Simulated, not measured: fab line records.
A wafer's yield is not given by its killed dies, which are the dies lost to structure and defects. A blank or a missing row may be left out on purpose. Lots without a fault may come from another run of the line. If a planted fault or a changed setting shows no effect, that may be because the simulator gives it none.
Which tool was responsible? ; flow berkeley_cmos170 ; 39 wafers from 13 lots sampled at 2 of the route's 331 steps

WHAT THE GAUGES READ, wafer by wafer
UCB170_M2_OVL_MEAS_16.
lot;measured;on;M2_OVL (nm)
L585;day 6 16:08;overlay-02;1 2 -2
L586;day 7 18:16;overlay-02;6 5 3
L588;day 8 01:25;overlay-02;13 8 9
L590;day 8 04:02;overlay-01;8 0 2
L598;day 10 13:20;overlay-02;11 6 7
L601;day 11 02:44;overlay-02;10 9 10
L602;day 11 11:30;overlay-01;-5 1 4
L605;day 11 16:24;overlay-02;6 5 10
L604;day 11 16:47;overlay-01;-2 3 -7
L603;day 11 17:05;overlay-02;-6 1 -4
L606;day 12 07:06;overlay-02;6 6 6
L608;day 12 07:31;overlay-01;7 9 11
L607;day 12 07:46;overlay-02;4 8 9

WHICH TOOL RAN EACH LOT (tool, then ch and the chambers of the sampled wafers, then the start)
lot;UCB170_M2_STRIP_07
L585;plasma_asher-01 ch 0,1, day 6 14:22
L586;plasma_asher-02 ch 0,1, day 7 16:55
L588;plasma_asher-02 ch 0,1, day 7 23:47
L590;plasma_asher-04 ch 0,1, day 8 02:49
L598;plasma_asher-01 ch 0,1, day 10 11:47
L601;plasma_asher-02 ch 0,1, day 11 01:31
L602;plasma_asher-02 ch 0,1, day 11 10:11
L605;plasma_asher-01 ch 0,1, day 11 15:04
L604;plasma_asher-04 ch 0,1, day 11 15:16
L603;plasma_asher-01 ch 0,1, day 11 15:17
L606;plasma_asher-02 ch 0, day 12 05:13
L608;plasma_asher-01 ch 0,1, day 12 05:40
L607;plasma_asher-02 ch 0,1, day 12 05:44
- UCB170_M2_STRIP_07: strips in O2.

WHAT THE TOOLS THEMSELVES READ (means of the sampled wafers that have a number; where no wafer has one, the mark that the record gives instead)
UCB170_M2_STRIP_07.
lot;tool;drypump_motor_current_A (A);oes_product_au (a.u.);strip_time_to_endpoint_s (s)
L585;plasma_asher-01;5.5;0.730;21.98
L586;plasma_asher-02;5.7;0.735;21.94
L588;plasma_asher-02;5.7;0.737;21.93
L590;plasma_asher-04;5.1;0.729;21.98
L598;plasma_asher-01;5.8;0.735;21.89
L601;plasma_asher-02;5.7;0.737;21.94
L602;plasma_asher-02;6.0;0.735;21.97
L605;plasma_asher-01;5.5;0.736;21.98
L604;plasma_asher-04;5.1;0.733;21.82
L603;plasma_asher-01;5.5;0.729;21.96
L606;plasma_asher-02;6.3;0.733;21.98
L608;plasma_asher-01;5.8;0.732;22.00
L607;plasma_asher-02;5.7;0.736;21.87

THE ANSWER, worked out from the rows above alone
Rule: the usual values come from the lots themselves. Put in order of their means at a reading, lots are off if they are a third of the lots or fewer, leave a main group of 4 or more, and stand apart from it by a gap of 3 or more times the standard deviation of the main group's means; of several such gaps the widest counts. A main group whose means are all the same, to the digits that the tables above print for the reading, isn't used. Also off: a lot with no number at a reading for which 4 or more lots have one. All remaining lots with rows at the step are treated as sound. The gauges are gone through in route order, then the tools' own readings, and for those a lot's mean is taken as printed above. The first step at which some lot is off is used, and at that step the reading that is off furthest; a lot without a number counts as furthest.
Across all readings shown, no lot is off: no conclusion can be drawn from this.

WHAT THE SIMULATOR HAD PUT IN
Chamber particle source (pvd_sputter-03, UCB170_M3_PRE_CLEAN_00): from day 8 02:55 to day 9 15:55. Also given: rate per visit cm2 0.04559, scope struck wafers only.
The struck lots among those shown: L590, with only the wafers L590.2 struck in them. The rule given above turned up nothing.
